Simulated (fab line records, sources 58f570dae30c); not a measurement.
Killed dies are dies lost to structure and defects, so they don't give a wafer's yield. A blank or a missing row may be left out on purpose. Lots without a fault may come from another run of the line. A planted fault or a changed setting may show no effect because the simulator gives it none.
Which tool did it? | flow berkeley_cmos170 | 14 lots, 42 wafers sampled, at 6 steps of a route of 331

WHAT THE GAUGES READ, wafer by wafer
UCB170_SDANNEAL_RS_MEAS_03: measures by four-point-probe. Usual: NSD_RS 37.30 ohm/sq, standard deviation 0.08.
lot  | measured     | on            | NSD_RS (ohm/sq)   | flag
L102 | day 8 06:47  | film_metro-01 | 37.20 37.17 37.21 |
L101 | day 8 07:27  | film_metro-03 | 37.38 37.36 37.39 |
L105 | day 8 20:05  | film_metro-02 | 37.12 37.32 37.28 |
L103 | day 8 19:14  | film_metro-02 | 37.27 37.25 37.31 |
L104 | day 8 20:31  | film_metro-03 | 37.32 37.16 37.21 |
L106 | day 9 09:18  | film_metro-02 | 37.41 37.35 37.53 |
L110 | day 9 19:56  | film_metro-02 | 37.28 37.33 37.32 |
L109 | day 9 20:26  | film_metro-03 | 37.37 37.39 37.35 |
L113 | day 10 12:11 | film_metro-01 | 35.64 35.51 35.60 | OFF
L112 | day 10 12:57 | film_metro-01 | 35.46 35.42 35.54 | OFF
L111 | day 10 12:14 | film_metro-02 | 37.34 37.49 37.37 |
L116 | day 11 03:42 | film_metro-01 | 37.33 37.34 37.37 |
L121 | day 12 09:38 | film_metro-01 | 37.30 37.24 37.25 |
L122 | day 12 08:47 | film_metro-02 | 37.25 37.27 37.30 |

UCB170_CONTACT_THK_MEAS_02. Usual: CONTACT_PSG_THK 696 nm, standard deviation 5.8.
lot  | measured     | on            | CONTACT_PSG_THK (nm) | flag
L102 | day 8 09:30  | film_metro-04 | 702 702 695          |
L101 | day 8 10:08  | film_metro-04 | 696 700 697          |
L105 | day 9 00:38  | film_metro-04 | 696 693 692          |
L103 | day 8 21:56  | film_metro-03 | 699 698 699          |
L104 | day 9 00:37  | film_metro-02 | 684 685 686          |
L106 | day 9 11:59  | film_metro-04 | 703 690 701          |
L110 | day 9 22:38  | film_metro-02 | 698 701 698          |
L109 | day 10 00:06 | film_metro-04 | 688 692 695          |
L113 | day 10 14:52 | film_metro-03 | 701 702 693          |
L112 | day 10 16:40 | film_metro-04 | 698 699 698          |
L111 | day 10 15:04 | film_metro-03 | 687 689 691          |
L116 | day 11 06:45 | film_metro-02 | 688 685 693          |
L121 | day 12 12:29 | film_metro-04 | 702 704 706          |
L122 | day 12 11:31 | film_metro-02 | 691 695 693          |

WHICH TOOL RAN EACH LOT (tool, then ch and the chambers of the sampled wafers, then the start)
lot  | UCB170_GATE_STRIP_16                 | UCB170_NSD_IMPLANT_08           | UCB170_NSD_STRIP_09                  | UCB170_SDANNEAL_RTA_00
L102 | plasma_asher-03 ch 1, day 7 12:37    | implanter-01 ch 0, day 8 05:19  | plasma_asher-02 ch 0,1, day 8 05:28  | rtp_anneal-02 ch 0, day 8 06:33
L101 | plasma_asher-02 ch 0,1, day 7 12:52  | implanter-03 ch 0, day 8 05:38  | plasma_asher-03 ch 0,1, day 8 05:46  | rtp_anneal-01 ch 0, day 8 07:12
L105 | plasma_asher-03 ch 0,1, day 8 02:13  | implanter-03 ch 0, day 8 18:05  | plasma_asher-03 ch 0,1, day 8 18:13  | rtp_anneal-01 ch 0, day 8 19:47
L103 | plasma_asher-01 ch 0,1, day 8 02:44  | implanter-01 ch 0, day 8 17:40  | plasma_asher-02 ch 0,1, day 8 17:47  | rtp_anneal-02 ch 0, day 8 18:58
L104 | plasma_asher-02 ch 0,1, day 8 02:52  | implanter-01 ch 0, day 8 18:37  | plasma_asher-01 ch 0,1, day 8 18:46  | rtp_anneal-01 ch 0, day 8 20:17
L106 | plasma_asher-01 ch 0,1, day 8 18:00  | implanter-01 ch 0, day 9 07:32  | plasma_asher-02 ch 0,1, day 9 07:41  | rtp_anneal-02 ch 0, day 9 09:04
L110 | plasma_asher-01 ch 0,1, day 9 04:10  | implanter-01 ch 0, day 9 18:29  | plasma_asher-03 ch 0,1, day 9 18:38  | rtp_anneal-01 ch 0, day 9 19:41
L109 | plasma_asher-02 ch 0,1, day 9 04:35  | implanter-02 ch 0, day 9 18:55  | plasma_asher-01 ch 0, day 9 19:02    | rtp_anneal-01 ch 0, day 9 20:11
L113 | plasma_asher-01 ch 0,1, day 9 21:19  | implanter-01 ch 0, day 10 09:52 | plasma_asher-02 ch 0,1, day 10 10:01 | rtp_anneal-02 ch 0, day 10 11:49
L112 | plasma_asher-02 ch 0,1, day 9 21:28  | implanter-01 ch 0, day 10 11:12 | plasma_asher-01 ch 0,1, day 10 11:20 | rtp_anneal-02 ch 0, day 10 12:33
L111 | plasma_asher-03 ch 0,1, day 9 21:42  | implanter-02 ch 0, day 10 10:30 | plasma_asher-02 ch 0,1, day 10 10:39 | rtp_anneal-01 ch 0, day 10 11:59
L116 | plasma_asher-01 ch 0,1, day 10 11:54 | implanter-02 ch 0, day 11 02:07 | plasma_asher-02 ch 0,1, day 11 02:16 | rtp_anneal-02 ch 0, day 11 03:27
L121 | plasma_asher-01 ch 0,1, day 11 15:50 | implanter-03 ch 0, day 12 07:10 | plasma_asher-01 ch 0,1, day 12 07:17 | rtp_anneal-02 ch 0, day 12 09:23
L122 | plasma_asher-02 ch 0, day 11 16:07   | implanter-03 ch 0, day 12 06:26 | plasma_asher-02 ch 0,1, day 12 06:35 | rtp_anneal-02 ch 0, day 12 08:32
- UCB170_GATE_STRIP_16: strips in O2.
- UCB170_NSD_IMPLANT_08
- UCB170_NSD_STRIP_09: strips in O2.
- UCB170_SDANNEAL_RTA_00: time 10 s.

WHAT THE TOOLS THEMSELVES READ (means of the sampled wafers that have a number; where no wafer has one, the mark that the record gives instead)
UCB170_GATE_STRIP_16. Usual: drypump_motor_current_A 6.1 A, standard deviation 0.34; oes_product_au 0.724 a.u., standard deviation 0.0049.
lot  | tool            | drypump_motor_current_A (A) | oes_product_au (a.u.) | flag
L102 | plasma_asher-03 | 6.8                         | 0.725                 |
L101 | plasma_asher-02 | 6.2                         | 0.724                 |
L105 | plasma_asher-03 | 6.2                         | 0.725                 |
L103 | plasma_asher-01 | 6.0                         | 0.721                 |
L104 | plasma_asher-02 | 6.2                         | 0.724                 |
L106 | plasma_asher-01 | 6.0                         | 0.719                 |
L110 | plasma_asher-01 | 5.9                         | 0.722                 |
L109 | plasma_asher-02 | 6.2                         | 0.725                 |
L113 | plasma_asher-01 | 5.8                         | 0.723                 |
L112 | plasma_asher-02 | 6.2                         | 0.723                 |
L111 | plasma_asher-03 | 6.4                         | 0.722                 |
L116 | plasma_asher-01 | 5.8                         | 0.726                 |
L121 | plasma_asher-01 | 6.0                         | 0.722                 |
L122 | plasma_asher-02 | 6.1                         | 0.718                 |

UCB170_NSD_IMPLANT_08. Usual: dose_ions_cm2 3.001e+15, standard deviation 3.5e+12; faraday_current_uA 9265, standard deviation 180; tilt_deg 6.995 degrees, standard deviation 0.019.
lot  | tool         | dose_ions_cm2 | faraday_current_uA | tilt_deg (degrees) | flag
L102 | implanter-01 | 3.001e+15     | 9381               | 6.979              |
L101 | implanter-03 | 3.002e+15     | 9195               | 7.000              |
L105 | implanter-03 | 3.003e+15     | 9324               | 6.986              |
L103 | implanter-01 | 3.004e+15     | 9369               | 7.000              |
L104 | implanter-01 | 2.998e+15     | 9117               | 6.996              |
L106 | implanter-01 | 3.002e+15     | 9045               | 6.986              |
L110 | implanter-01 | 2.994e+15     | 9108               | 7.010              |
L109 | implanter-02 | 3.005e+15     | 9246               | 6.966              |
L113 | implanter-01 | 3.362e+15     | 10171              | 6.988              | OFF
L112 | implanter-01 | 3.365e+15     | 10437              | 6.997              | OFF
L111 | implanter-02 | 2.993e+15     | 9306               | 7.006              |
L116 | implanter-02 | 3.002e+15     | 9313               | 6.976              |
L121 | implanter-03 | 2.997e+15     | 9256               | 7.015              |
L122 | implanter-03 | 3.001e+15     | 9307               | 6.997              |

UCB170_NSD_STRIP_09. Usual: drypump_motor_current_A 6.1 A, standard deviation 0.33; oes_product_au 0.534 a.u., standard deviation 0.0046; strip_time_to_endpoint_s 35.84 s, standard deviation 0.079.
lot  | tool            | drypump_motor_current_A (A) | oes_product_au (a.u.) | strip_time_to_endpoint_s (s) | flag
L102 | plasma_asher-02 | 6.2                         | 0.533                 | 35.89                        |
L101 | plasma_asher-03 | 6.5                         | 0.538                 | 35.78                        |
L105 | plasma_asher-03 | 6.2                         | 0.536                 | 35.88                        |
L103 | plasma_asher-02 | 6.2                         | 0.534                 | 35.78                        |
L104 | plasma_asher-01 | 5.9                         | 0.535                 | 35.85                        |
L106 | plasma_asher-02 | 6.2                         | 0.538                 | 35.75                        |
L110 | plasma_asher-03 | 6.2                         | 0.531                 | 35.90                        |
L109 | plasma_asher-01 | 6.3                         | 0.528                 | 35.80                        |
L113 | plasma_asher-02 | 6.2                         | 0.523                 | 36.83                        | OFF
L112 | plasma_asher-01 | 6.0                         | 0.528                 | 37.00                        | OFF
L111 | plasma_asher-02 | 6.2                         | 0.534                 | 35.70                        |
L116 | plasma_asher-02 | 6.2                         | 0.535                 | 35.78                        |
L121 | plasma_asher-01 | 6.0                         | 0.535                 | 35.88                        |
L122 | plasma_asher-02 | 6.2                         | 0.529                 | 35.88                        |

UCB170_SDANNEAL_RTA_00. Usual: anneal_temp_c_max 906.0, standard deviation 2.4; lamp_power_pct 25.4 %, standard deviation 0.59; wafer_temp_C_max 904.4, standard deviation 0.89.
lot  | tool          | anneal_temp_c_max | lamp_power_pct (%) | wafer_temp_C_max | flag
L102 | rtp_anneal-02 | 907.8             | 25.9               | 904.6            |
L101 | rtp_anneal-01 | 903.6             | 24.7               | 904.4            |
L105 | rtp_anneal-01 | 903.2             | 24.7               | 905.3            |
L103 | rtp_anneal-02 | 908.3             | 25.9               | 903.7            |
L104 | rtp_anneal-01 | 904.3             | 24.7               | 905.3            |
L106 | rtp_anneal-02 | 908.2             | 25.9               | 903.9            |
L110 | rtp_anneal-01 | 903.1             | 24.7               | 904.8            |
L109 | rtp_anneal-01 | 904.2             | 24.7               | 905.6            |
L113 | rtp_anneal-02 | 907.1             | 25.9               | 904.3            |
L112 | rtp_anneal-02 | 908.7             | 25.9               | 904.3            |
L111 | rtp_anneal-01 | 903.2             | 24.7               | 904.2            |
L116 | rtp_anneal-02 | 908.7             | 25.9               | 904.1            |
L121 | rtp_anneal-02 | 907.4             | 25.9               | 904.3            |
L122 | rtp_anneal-02 | 907.7             | 25.9               | 903.7            |

THE ANSWER, worked out from the rows above alone
Rule: a lot is off if the mean of its wafers that have a number lies more than 3 standard deviations from the usual mean. A lot without any number at a reading at which 4 lots or more have one is off too. The other lots that the step has rows for count as sound. The gauges are gone through in route order, then the tools' own readings, and for those a lot's mean is taken as printed above. The first step at which some lot is off is used, and at that step the reading that is off furthest; a lot without a number counts as furthest.
Off: L113, L112, at UCB170_SDANNEAL_RS_MEAS_03 (NSD_RS).
A tool fits if, at a process step before that reading, it ran every lot that is off, and no sound lot after the first of them. The gauges at UCB170_SDANNEAL_RS_MEAS_03 aren't tried: what is off there is off at UCB170_NSD_IMPLANT_08 too, on other tools, and a gauge's error can't cause that. One fits: implanter-01 at UCB170_NSD_IMPLANT_08. Its last sound lot is L110 (day 9 18:29), its first lot that is off L113 (day 10 09:52): a fault that began between those two fits.
The tool's own readings at UCB170_NSD_IMPLANT_08 bear it out: on the lots that are off they differ by more than 5 times the standard deviation of the sound lots' means. dose_ions_cm2 reads 3.364e+15 there against 3.000e+15 on the sound lots; faraday_current_uA reads 10304 there against 9247 on the sound lots.

WHAT THE SIMULATOR HAD PUT IN
Process parameter drift: implanter-01, from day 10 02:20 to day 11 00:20, at UCB170_NSD_IMPLANT_08. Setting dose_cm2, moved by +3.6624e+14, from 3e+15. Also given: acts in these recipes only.
Lots struck among those shown: L113, L112. The rule above found the same.
